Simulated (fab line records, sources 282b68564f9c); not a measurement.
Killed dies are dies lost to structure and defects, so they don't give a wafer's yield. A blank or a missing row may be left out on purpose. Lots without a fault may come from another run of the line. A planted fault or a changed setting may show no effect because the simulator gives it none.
fab line records | flow rit_cmos
record lots=7 wafers=21 last_day=7
route steps=202 shown ACTIVE@1 FOX1@20 FOX2@23 NWELL@28 GATE@95 M1@202
lots that met no fault: from a run of the same line without faults
start_h: hours from the record's first day to the start of the lot's first wafer shown | wait_h: hours since the lot's step before | " the same as in the row above | L1.1+2: a row that stands for several wafers | - no value, or no start given | * or withheld: withheld | < > ~ a bound
route shown NAME@n: a module of which the file shows steps, and the number in the route of the first | usual: mean/standard deviation of fault-free wafers | same: alike in all rows | chamber/n: place in a boat | sites: the reading at each site | _std_site: their standard deviation | _edge_site: outer sites' mean less inner sites' | radius_mm: how far each site lies from the wafer's centre | mask NAME#n: copy n | behind: the tool/chamber that last shaped the wafer | hold: why the lot was held/for how many hours/how that ended | device: the transistor (n, p or np) that didn't switch | end of line: the same wafers' tests at the end of the route | a step without rows: its recipe alone | killed: dies lost to structure and defects at the first sort, not the wafer's yield | map: a wafer's dies, x killed, . not, _ none there
set.NAME: the setting as run; set.NAME@STEP: as run at that earlier step | model.NAME: the simulator's own value behind a step, which no gauge read
lots at some steps of the route; a table a step, a row a wafer
services: from which hour (start_h, from the record's first day; less than 0 if before it) a tool's chamber was out of use, for how many hours, and why
## steps
# step RIT_ACTIVE_BOW_MEAS_00
# recipe mode=bow
# usual INCOMING_BOW=0/6.4
# columns lot.wafer tool chamber start_h wait_h INCOMING_BOW[um]
L864.4 film_metro-03 - 20.06 - -2
L864.5 " - " " -6
L864.6 " - " " 3
L867.1 film_metro-03 - 35.00 - -2
L867.3 " - " " -2
L867.5 " - " " -9
L868.1 film_metro-02 - 40.00 - 1
L868.2 " - " " 1
L868.6 " - " " 7
L871.2 film_metro-04 - 55.02 - 5
L871.5 " - " " -5
L871.6 " - " " 2
L874.3 film_metro-02 - 70.04 - -1
L874.4 " - " " -2
L874.5 " - " " -3
L881.2 film_metro-02 - 105.02 - 6
L881.4 " - " " 0
L881.6 " - " " 8
L883.1 film_metro-02 - 115.00 - 3
L883.2 " - " " -1
L883.5 " - " " 4
# step RIT_ACTIVE_OXIDATION_01
# recipe temp_c=1000 ambient=O2 target_thk_a=468 ox_time_s=3360
# usual ox_temp_c=1000.0/0.46 tube_center_temp_C_max=1002.6/0.39 zone_power_source_pct=32.6/1.4
# columns lot.wafer tool chamber start_h wait_h ox_temp_c tube_center_temp_C_max zone_power_source_pct model.SiO2_of_ACTIVE_OXIDATION_01.thk_nm
L864.4 furnace-04 0 23.27 3.2 1000.2 1002.4 29.9 46.68
L864.5 " 0 " " 1000.2 1002.1 30.2 45.63
L864.6 " 0 " " 999.8 1002.7 29.8 45.72
L867.1 furnace-04 0 38.38 3.4 999.1 1002.5 30.5 27.27
L867.3 " 0 " " 999.3 1002.5 29.6 27.53
L867.5 " 0 " " 999.7 1002.7 29.9 27.99
L868.1 furnace-04 0 41.39 1.4 1000.6 1002.5 29.8 29.6
L868.2 " 0 " " 1001.0 1002.7 30.2 30.19
L868.6 " 0 " " 1000.6 1002.4 30.7 29.06
L871.2 furnace-04 0 56.12 1.1 999.3 1002.5 30.9 29.46
L871.5 " 0 " " 999.8 1003.1 30.5 29.26
L871.6 " 0 " " 999.7 1001.6 30.3 29.6
L874.3 furnace-03 0 70.17 0.1 999.9 1003.2 32.4 46.87
L874.4 " 0 " " 1000.0 1002.0 33.3 46.67
L874.5 " 0 " " 998.8 1003.0 33.3 47.25
L881.2 furnace-03 0 108.12 3.1 999.4 1002.6 33.9 46.77
L881.4 " 0 " " 999.4 1002.8 33.4 46.04
L881.6 " 0 " " 999.8 1002.7 33.2 46.48
L883.1 furnace-01 0 117.24 2.2 1000.6 1002.4 34.6 48.19
L883.2 " 0 " " 1000.4 1002.3 34.2 49.01
L883.5 " 0 " " 1000.2 1001.9 33.9 48.25
# step RIT_ACTIVE_THK_MEAS_02
# recipe reads=SiO2_of_ACTIVE_OXIDATION_01
# usual ACTIVE_OXIDE_THK=47.0/0.84
# columns lot.wafer tool chamber start_h wait_h ACTIVE_OXIDE_THK[nm]
L864.4 film_metro-03 - 25.24 0.0 46.6
L864.5 " - " " 45.6
L864.6 " - " " 45.7
L867.1 film_metro-02 - 40.31 0.0 27.3
L867.3 " - " " 27.5
L867.5 " - " " 28.0
L868.1 film_metro-04 - 43.32 0.0 29.6
L868.2 " - " " 30.3
L868.6 " - " " 29.1
L871.2 film_metro-03 - 58.07 0.0 29.4
L871.5 " - " " 29.2
L871.6 " - " " 29.6
L874.3 film_metro-04 - 72.13 0.0 46.8
L874.4 " - " " 46.7
L874.5 " - " " 47.3
L881.2 film_metro-03 - 110.07 0.0 46.8
L881.4 " - " " 46.1
L881.6 " - " " 46.6
L883.1 film_metro-03 - 119.18 0.0 48.2
L883.2 " - " " 49.0
L883.5 " - " " 48.3
# step RIT_ACTIVE_CVD_03
# recipe material=Si3N4 target_thk_nm=150 temp_c=810 precursor=SiH2Cl2/NH3 time_s=1500 pressure_mtorr=300 sih2cl2_flow_sccm=60 nh3_flow_sccm=150
# step RIT_ACTIVE_THK_MEAS_04
# recipe reads=Si3N4_of_ACTIVE_CVD_03
# usual ACTIVE_NITRIDE_THK=149.9/1.3
# columns lot.wafer tool chamber start_h wait_h ACTIVE_NITRIDE_THK[nm]
L864.4 film_metro-02 - 26.71 0.0 149.0
L864.5 " - " " 150.1
L864.6 " - " " 149.6
L867.1 film_metro-03 - 41.79 0.0 149.9
L867.3 " - " " 148.9
L867.5 " - " " 149.7
L868.1 film_metro-04 - 44.80 0.0 149.3
L868.2 " - " " 148.1
L868.6 " - " " 149.6
L871.2 film_metro-02 - 59.54 0.0 149.9
L871.5 " - " " 150.3
L871.6 " - " " 150.7
L874.3 film_metro-03 - 73.60 0.0 148.3
L874.4 " - " " 148.8
L874.5 " - " " 149.4
L881.2 film_metro-02 - 111.54 0.0 148.6
L881.4 " - " " 147.7
L881.6 " - " " 148.4
L883.1 film_metro-04 - 120.65 0.0 147.4
L883.2 " - " " 146.1
L883.5 " - " " 149.1
# step RIT_ACTIVE_HMDS_05
# recipe prime_time_s=60 prime_temp_c=140
# step RIT_ACTIVE_COAT_06
# recipe resist=NOVOLAK spin_rpm=3250 resist_thk_nm=1000
# step RIT_ACTIVE_SOFTBAKE_07
# recipe resist=NOVOLAK temp_c=90 time_s=60
# step RIT_ACTIVE_EXPOSE_08
# recipe mask_id=M1 na=0.6 source_shape=conventional sigma_outer=0.6 target_cd_nm=1400 dose_mj=225
# step RIT_ACTIVE_PEB_09
# recipe resist=NOVOLAK temp_c=withheld time_s=withheld
# step RIT_ACTIVE_DEVELOP_10
# recipe resist=NOVOLAK develop_time_s=50 dev_temp_c=23.68
# step RIT_ACTIVE_CD_MEAS_11
# recipe target_cd_nm=1400
# usual cd_nm=1399.9/2.1
# columns lot.wafer tool chamber start_h wait_h cd_nm
L864.4 cd_sem-01 - 27.78 - 1401.2
L864.5 " - " " 1400.3
L864.6 " - " " 1401.2
L867.1 cd_sem-02 - 42.70 - 1398.9
L867.3 " - " " 1400.4
L867.5 " - " " 1401.5
L868.1 cd_sem-02 - 46.02 - 1398.8
L868.2 " - " " 1400.4
L868.6 " - " " 1400.7
L871.2 cd_sem-01 - 60.46 - 1401.2
L871.5 " - " " 1402.3
L871.6 " - " " 1400.9
L874.3 cd_sem-02 - 74.53 - 1399.2
L874.4 " - " " 1400.2
L874.5 " - " " 1401.0
L881.2 cd_sem-01 - 112.46 - 1402.2
L881.4 " - " " 1400.9
L881.6 " - " " 1401.6
L883.1 cd_sem-01 - 121.56 - 1400.3
L883.2 " - " " 1400.5
L883.5 " - " " 1400.0
# step RIT_ACTIVE_HARDBAKE_12
# recipe resist=NOVOLAK temp_c=140 time_s=60
# step RIT_ACTIVE_ETCH_13
# recipe stop_on=SiO2 chemistry=SF6 target=Si3N4 time_s=210 over_etch_frac=0.4 SF6_flow_sccm=200 pressure_mtorr=260 rf_w=125 target_depth_a=2100
# usual SF6_flow_sccm=199.9/0.63 drypump_motor_current_A=5.7/0.44 oes_product_au=0.816/0.012 throttle_valve_pct=7.52/0.12
# columns lot.wafer tool chamber start_h wait_h SF6_flow_sccm drypump_motor_current_A oes_product_au rf_hours_counter_h throttle_valve_pct
L864.4 rie_diel-01 3 27.99 0.1 199.8 6.0 0.814 4 7.54
L864.5 " 1 " " 198.8 5.6 0.807 - 7.49
L864.6 " 2 " " 199.4 5.9 0.816 - 7.50
L867.1 rie_diel-02 2 42.97 0.1 201.2 5.3 0.836 65 7.34
L867.3 " 0 " " 199.8 5.8 0.808 37 7.42
L867.5 " 1 " " 200.1 5.2 0.838 - 7.46
L868.1 rie_diel-04 3 46.34 0.1 199.6 5.9 0.808 129 7.43
L868.2 " 0 " " 201.0 4.8 0.809 77 7.73
L868.6 " 1 " " 200.6 6.2 0.785 - 7.45
L871.2 rie_diel-02 0 60.71 0.1 199.7 5.8 0.808 38 7.41
L871.5 " 1 " " 199.2 5.2 0.836 - 7.47
L871.6 " 3 " " 199.1 6.0 0.826 - 7.74
L874.3 rie_diel-04 0 74.76 0.1 200.0 4.8 0.813 78 7.73
L874.4 " 2 " " 199.5 6.3 0.811 3 7.53
L874.5 " 1 " " 199.9 6.2 0.807 - 7.48
L881.2 rie_diel-02 0 112.71 0.1 199.9 5.8 0.809 39 7.43
L881.4 " 1 " " 201.0 5.2 0.828 71 7.46
L881.6 " 3 " " 199.8 6.0 0.818 - 7.75
L883.1 rie_diel-02 1 121.83 0.1 199.7 5.2 0.818 71 7.45
L883.2 " 2 " " 200.4 5.3 0.830 66 7.36
L883.5 " 1 " " 200.3 5.2 0.826 - 7.45
# step RIT_ACTIVE_STRIP_14
# recipe chemistry=O2 time_s=180 resist=NOVOLAK platen_temp_c=withheld power_w=500 pressure_mtorr=4000 o2_flow_sccm=4000
# usual drypump_motor_current_A=5.4/0.42 o2_flow_sccm=3999/11
# columns lot.wafer tool chamber start_h wait_h drypump_motor_current_A o2_flow_sccm rf_hours_counter_h
L864.4 plasma_asher-04 1 28.18 0.1 5.3 4011 -
L864.5 " 1 " " 5.3 4005 -
L864.6 " 0 " " 5.9 3986 -
L867.1 plasma_asher-03 0 43.10 0.1 5.9 3976 24
L867.3 " 0 " " 5.9 3997 -
L867.5 " 0 " " 5.9 3986 -
L868.1 plasma_asher-01 1 46.47 0.1 4.8 3997 38
L868.2 " 0 " " 5.0 4013 38
L868.6 " 1 " " 4.8 4006 -
L871.2 plasma_asher-01 0 60.85 0.1 5.0 4004 40
L871.5 " 0 " " 5.1 4014 -
L871.6 " 1 " " 4.9 4007 -
L874.3 plasma_asher-04 1 74.95 0.1 5.3 3998 -
L874.4 " 0 " " 6.0 4003 -
L874.5 " 1 " " 5.3 4002 -
L881.2 plasma_asher-01 0 112.85 0.1 5.0 4013 45
L881.4 " 1 " " 4.8 3989 -
L881.6 " 0 " " 5.0 3993 -
L883.1 plasma_asher-04 0 121.97 0.1 5.9 3995 1
L883.2 " 1 " " 5.3 4015 1
L883.5 " 0 " " 5.9 4000 -
# step RIT_ACTIVE_CD_MEAS_90
# recipe target_cd_nm=1400
# usual cd_nm=1399.9/2.1
# columns lot.wafer tool chamber start_h wait_h cd_nm
L864.4 cd_sem-02 - 28.47 0.2 1401.3
L864.5 " - " " 1400.6
L864.6 " - " " 1401.6
L867.1 cd_sem-01 - 43.28 0.1 1398.7
L867.3 " - " " 1400.7
L867.5 " - " " 1401.7
L868.1 cd_sem-02 - 46.65 0.1 1398.8
L868.2 " - " " 1401.0
L868.6 " - " " 1401.1
L871.2 cd_sem-01 - 61.04 0.1 1400.7
L871.5 " - " " 1402.1
L871.6 " - " " 1401.2
L874.3 cd_sem-01 - 75.11 0.1 1399.2
L874.4 " - " " 1400.6
L874.5 " - " " 1401.4
L881.2 cd_sem-01 - 113.04 0.1 1402.0
L881.4 " - " " 1400.8
L881.6 " - " " 1401.2
L883.1 cd_sem-01 - 122.14 0.1 1399.5
L883.2 " - " " 1400.2
L883.5 " - " " 1399.9
# step RIT_ACTIVE_CLEAN_15
# recipe chemistry=SC1 mix=3:3:50 time_s=575.9 temp_c=75
# step RIT_ACTIVE_CLEAN_16
# recipe chemistry=dHF dilution=50:1 time_s=30
# step RIT_ACTIVE_CLEAN_17
# recipe chemistry=SC2 mix=3:3:50 time_s=600 temp_c=75 dry=n2_spin
# step RIT_FOX1_OXIDATION_00
# recipe temp_c=1100 ambient=H2O target_thk_a=3507 p_h2o_torr=720 ox_time_s=1130
# step RIT_FOX1_THK_MEAS_01
# recipe reads=SiO2_of_FOX1_OXIDATION_00
# usual FOX1_OXIDE_THK=353/7.1
# columns lot.wafer tool chamber start_h wait_h FOX1_OXIDE_THK[nm]
L864.4 film_metro-02 - 30.96 0.0 348
L864.5 " - " " 343
L864.6 " - " " 351
L867.1 film_metro-03 - 45.08 0.0 345
L867.3 " - " " 350
L867.5 " - " " 344
L868.1 film_metro-01 - 49.38 0.0 353
L868.2 " - " " 354
L868.6 " - " " 349
L871.2 film_metro-03 - 64.68 0.0 353
L871.5 " - " " 351
L871.6 " - " " 347
L874.3 film_metro-01 - 80.93 0.0 355
L874.4 " - " " 351
L874.5 " - " " 356
L881.2 film_metro-03 - 118.13 0.0 348
L881.4 " - " " 350
L881.6 " - " " 348
L883.1 film_metro-01 - 124.61 0.0 360
L883.2 " - " " 356
L883.5 " - " " 366
# step RIT_FOX1_WET_ETCH_02
# recipe chemistry=BOE target_depth_nm=350 time_s=390 temp_c=21.5 dry=n2_spin dilution=10:1 target=SiO2
# step RIT_FOX2_OXIDATION_00
# recipe temp_c=1100 ambient=H2O target_thk_a=3507 p_h2o_torr=720 ox_time_s=1130
# step RIT_FOX2_THK_MEAS_01
# recipe reads=SiO2_of_FOX2_OXIDATION_00
# usual FOX2_OXIDE_THK=350/7.9
# columns lot.wafer tool chamber start_h wait_h FOX2_OXIDE_THK[nm]
L864.4 film_metro-03 - 32.47 0.0 346
L864.5 " - " " 342
L864.6 " - " " 344
L867.1 film_metro-01 - 46.57 0.0 358
L867.3 " - " " 357
L867.5 " - " " 360
L868.1 film_metro-03 - 50.87 0.0 350
L868.2 " - " " 346
L868.6 " - " " 353
L871.2 film_metro-01 - 66.80 0.0 346
L871.5 " - " " 344
L871.6 " - " " 349
L874.3 film_metro-01 - 84.20 0.0 347
L874.4 " - " " 338
L874.5 " - " " 344
L881.2 film_metro-01 - 120.75 0.0 355
L881.4 " - " " 356
L881.6 " - " " 354
L883.1 film_metro-01 - 126.17 0.0 360
L883.2 " - " " 361
L883.5 " - " " 365
# step RIT_FOX2_CLEAN_02
# recipe chemistry=dHF dilution=50:1 time_s=180
# step RIT_FOX2_WET_ETCH_03
# recipe chemistry=H3PO4 target=Si3N4 target_depth_nm=195 temp_c=165 time_s=2700
# usual bath_guard_temp_C=165.1/0.33
# columns lot.wafer tool chamber start_h wait_h bath_guard_temp_C model.SiO2_of_ACTIVE_OXIDATION_01.thk_nm
L864.4 wet_bench-04 3 32.56 0.0 165.1 41.53
L864.5 " 3 " " 165.1 40.58
L864.6 " 3 " " 165.0 40.39
L867.1 wet_bench-02 2 46.69 0.0 165.2 23.13
L867.3 " 2 " " 165.1 23.36
L867.5 " 2 " " 165.1 24.83
L868.1 wet_bench-02 0 50.99 0.0 165.3 26.35
L868.2 " 0 " " 165.0 26.86
L868.6 " 0 " " 165.5 25.86
L871.2 wet_bench-02 0 66.91 0.0 165.2 25.16
L871.5 " 0 " " 165.6 26.04
L871.6 " 0 " " 165.4 26.33
L874.3 wet_bench-02 2 84.30 0.0 164.6 41.51
L874.4 " 2 " " 165.1 41.34
L874.5 " 2 " " 165.6 41.87
L881.2 wet_bench-01 2 120.87 0.0 164.7 40.45
L881.4 " 2 " " 164.8 40.87
L881.6 " 2 " " 164.9 41.27
L883.1 wet_bench-04 3 126.29 0.0 164.8 42.83
L883.2 " 3 " " 164.7 42.52
L883.5 " 3 " " 164.9 42.87
# step RIT_FOX2_THK_MEAS_90
# recipe reads=SiO2_of_FOX2_OXIDATION_00
# usual FIELD_OXIDE_LEFT_1_THK=323/7.9
# columns lot.wafer tool chamber start_h wait_h FIELD_OXIDE_LEFT_1_THK[nm]
L864.4 film_metro-03 - 33.35 0.0 319
L864.5 " - " " 315
L864.6 " - " " 317
L867.1 film_metro-03 - 47.45 0.0 330
L867.3 " - " " 330
L867.5 " - " " 333
L868.1 film_metro-01 - 51.82 0.0 322
L868.2 " - " " 319
L868.6 " - " " 325
L871.2 film_metro-03 - 67.68 0.0 319
L871.5 " - " " 317
L871.6 " - " " 321
L874.3 film_metro-01 - 85.15 0.0 319
L874.4 " - " " 310
L874.5 " - " " 317
L881.2 film_metro-04 - 121.70 0.0 327
L881.4 " - " " 329
L881.6 " - " " 326
L883.1 film_metro-04 - 127.05 0.0 333
L883.2 " - " " 333
L883.5 " - " " 337
# step RIT_NWELL_HMDS_00
# recipe prime_time_s=60 prime_temp_c=140
# step RIT_NWELL_COAT_01
# recipe resist=NOVOLAK spin_rpm=2000 resist_thk_nm=1300
# step RIT_NWELL_SOFTBAKE_02
# recipe resist=NOVOLAK temp_c=90 time_s=60
# step RIT_NWELL_EXPOSE_03
# recipe mask_id=M2 na=0.57 target_cd_nm=43900 dose_mj=250
# step RIT_GATE_ETCH_19
# recipe chemistry=SF6/CHF3/O2 time_s=165 SF6_flow_sccm=30 CHF3_flow_sccm=30 O2_flow_sccm=5 target=poly-Si pressure_mtorr=40 rf_w=160 target_depth_a=3125 over_etch_frac=0.25 stop_on=SiO2
# usual SF6_flow_sccm=30.00/0.079 drypump_motor_current_A=5.8/0.31 oes_product_au=0.848/0.013 throttle_valve_pct=10.28/0.17
# columns lot.wafer tool chamber start_h wait_h SF6_flow_sccm drypump_motor_current_A oes_product_au rf_hours_counter_h throttle_valve_pct model.GATE.cd_nm
L864.4 rie_si-01 2 51.95 0.1 30.07 5.8 0.855 40 10.21 150.7
L864.5 " 0 " " 30.10 5.5 0.845 - 10.04 151.7
L864.6 " 1 " " 29.85 5.8 0.857 - 10.16 151.3
L867.1 rie_si-01 0 67.41 0.1 29.96 5.5 0.850 119 10.06 152
L867.3 " 3 " " 30.08 5.5 0.865 132 10.52 151.4
L867.5 " 1 " " 30.01 5.8 0.852 - 10.16 151.3
L868.1 rie_si-01 3 70.71 0.1 30.00 5.5 0.853 132 10.52 153.2
L868.2 " 0 " " 30.00 5.5 0.833 119 10.06 154.9
L868.6 " 2 " " 29.97 5.8 0.840 - 10.21 151.9
L871.2 rie_si-01 0 92.17 0.1 30.04 5.5 0.845 119 10.05 165.9
L871.5 " 3 " " 30.04 5.5 0.859 - 10.54 165.5
L871.6 " 0 " " 30.08 5.5 0.856 - 10.06 168.2
L874.3 rie_si-02 3 111.02 0.1 29.99 6.7 0.861 78 10.51 153.4
L874.4 " 0 " " 30.00 5.9 0.816 48 10.20 153.1
L874.5 " 1 " " 29.97 5.5 0.858 - 10.35 153.3
L881.2 rie_si-02 1 141.65 0.1 29.90 5.4 0.838 0 10.35 152.4
L881.4 " 2 " " 29.94 5.9 0.830 - 10.47 151.4
L881.6 " 0 " " 30.00 5.9 0.812 - 10.21 151.7
L883.1 rie_si-01 3 149.64 0.1 29.95 5.5 0.862 133 10.54 153.2
L883.2 " 0 " " 29.89 5.5 0.848 120 10.05 150.1
L883.5 " 3 " " 29.84 5.5 0.861 - 10.52 151.1
# step RIT_M1_PROBE_99
# usual killed_at_front_end=7/3.2 killed_dies=7/3.2 killed_open=3.5/2.2 killed_short=3.6/2.1
# same gross_dies=264 killed_at_M0_to_M3=0 killed_at_M4_up=0 killed_at_back_side=0 killed_at_contacts=0 killed_at_other=0
# columns lot.wafer tool chamber start_h wait_h killed_at_front_end killed_dies killed_open killed_short
L867.1 prober-01 - 88.10 0.1 4 4 2 2
L867.3 prober-01 - 88.20 0.2 3 3 1 2
L867.5 prober-01 - 88.30 0.2 6 6 2 4
L868.1 prober-02 - 90.76 0.1 16 16 8 8
L868.2 prober-02 - 90.81 0.1 8 8 4 4
L868.6 prober-02 - 91.01 0.2 1 1 0 1
L871.2 prober-01 - 114.58 0.1 9 9 5 4
L871.5 prober-01 - 114.73 0.2 5 5 2 3
L871.6 prober-01 - 114.78 0.2 6 6 5 1
L874.3 prober-02 - 134.95 0.2 12 12 2 10
L874.4 prober-02 - 135.00 0.2 5 5 1 4
L874.5 prober-02 - 135.05 0.2 4 4 2 2
L883.1 prober-01 - 170.42 0.1 8 8 3 5
L883.2 prober-01 - 170.47 0.1 2 2 0 2
L883.5 prober-01 - 170.62 0.2 3 3 2 1
# killed by level:class
L867.1 FOX2:geometric_particle:open=1 GATE:geometric_particle:open=1 GATE:geometric_particle:short=1 REOX:geometric_particle:short=1
L867.3 FOX2:geometric_particle:short=2 SILICIDE:geometric_particle:open=1
L867.5 SPACER:geometric_particle:short=2 SILICIDE:geometric_particle:short=2 FOX1:geometric_particle:open=1 SILICIDE:geometric_particle:open=1
L868.1 FOX2:geometric_particle:short=3 REOX:geometric_particle:open=3 FOX1:geometric_particle:open=2 FOX1:geometric_particle:short=2 GATE:geometric_particle:open=2 REOX:geometric_particle:short=2 FOX2:geometric_particle:open=1 GATE:geometric_particle:short=1
L868.2 GATE:geometric_particle:open=2 GATE:geometric_particle:short=2 SPACER:geometric_particle:short=2 SILICIDE:geometric_particle:open=2
L868.6 GATE:geometric_particle:short=1
L871.2 REOX:geometric_particle:short=4 FOX1:geometric_particle:open=2 FOX2:geometric_particle:open=1 REOX:geometric_particle:open=1 SPACER:geometric_particle:open=1
L871.5 FOX1:geometric_particle:open=2 SPACER:geometric_particle:short=2 FOX2:geometric_particle:short=1
L871.6 REOX:geometric_particle:open=2 SPACER:geometric_particle:open=2 FOX1:geometric_particle:short=1 FOX1:geometric_particle:open=1
L874.3 SILICIDE:geometric_particle:short=5 FOX2:geometric_particle:short=2 GATE:geometric_particle:short=2 FOX1:geometric_particle:short=1 GATE:geometric_particle:open=1 SPACER:geometric_particle:open=1
L874.4 GATE:geometric_particle:short=3 FOX1:geometric_particle:open=1 SPACER:geometric_particle:short=1
L874.5 GATE:geometric_particle:short=2 GATE:geometric_particle:open=1 SPACER:geometric_particle:open=1
L883.1 GATE:geometric_particle:short=4 SILICIDE:geometric_particle:open=2 GATE:geometric_particle:open=1 SPACER:geometric_particle:short=1
L883.2 FOX2:geometric_particle:short=1 GATE:geometric_particle:short=1
L883.5 FOX2:geometric_particle:open=1 FOX2:geometric_particle:short=1 REOX:geometric_particle:open=1
## services
# columns tool chamber start_h hours kind
rie_diel-01 2 5.38 3.6 repair
rie_si-02 2 15.40 6.3 repair
plasma_asher-04 - 17.94 6.0 repair
wet_bench-04 - 19.21 6.3 repair
furnace-04 - 19.27 4.0 pm
furnace-01 - 20.56 2.9 pm
furnace-01 - 23.43 3.4 pm
rie_si-02 - 35.66 14.6 pm
plasma_asher-04 - 43.51 3.7 repair
rie_diel-02 2 47.65 16.1 repair
rie_diel-01 1 49.92 13.7 repair
rie_si-02 - 50.26 28.1 pm
plasma_asher-04 - 51.11 3.1 repair
rie_diel-01 2 52.35 3.6 repair
rie_diel-04 2 62.58 1.5 repair
plasma_asher-04 - 77.09 1.1 repair
rie_si-02 2 91.23 10.4 repair
rie_diel-04 3 103.86 3.8 repair
plasma_asher-04 - 108.75 9.0 pm
rie_diel-02 3 121.40 9.6 repair
rie_si-01 0 123.86 4.0 repair
furnace-04 - 126.82 4.3 pm
plasma_asher-04 - 131.12 4.3 pm
rie_si-02 3 135.32 21.1 repair
## key
first_sign step=RIT_ACTIVE_THK_MEAS_02 reading=ACTIVE_OXIDE_THK direction=down sigmas=22 usual=47.0 struck=28.9
effect none on later readings
model_effect step=RIT_ACTIVE_OXIDATION_01 value=SiO2_of_ACTIVE_OXIDATION_01.thk_nm without=46.55 struck=28.88
model_effect step=RIT_FOX2_WET_ETCH_03 value=SiO2_of_ACTIVE_OXIDATION_01.thk_nm without=41.03 struck=25.32
model_effect step=RIT_GATE_ETCH_19 value=GATE.cd_nm without=151.1 struck=157.1
met_at RIT_ACTIVE_OXIDATION_01
struck_wafers L867.1,L867.3,L867.5,L868.1,L868.2,L868.6,L871.2,L871.5,L871.6
tester_left_out L867,L868,L871
loop_trim step=RIT_GATE_EXPOSE_13 setting=dose lots=L871
fault kind=process_parameter_drift tool=furnace-04 chamber=- onset_h=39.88 steps=RIT_ACTIVE_OXIDATION_01 channel=ox_time_s offset=* shape=step end_h=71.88 acts_in=* stated=*
# tester_left_out: of these lots the tester's yield and bins aren't shown, on N5 and GAA mostly nor the transistor test; their killed dies are dies lost to structure and defects alone, not to doping, threshold or leakage, so they don't give the yield
# loop_trim: a control loop set the setting to another value than it would have without faults
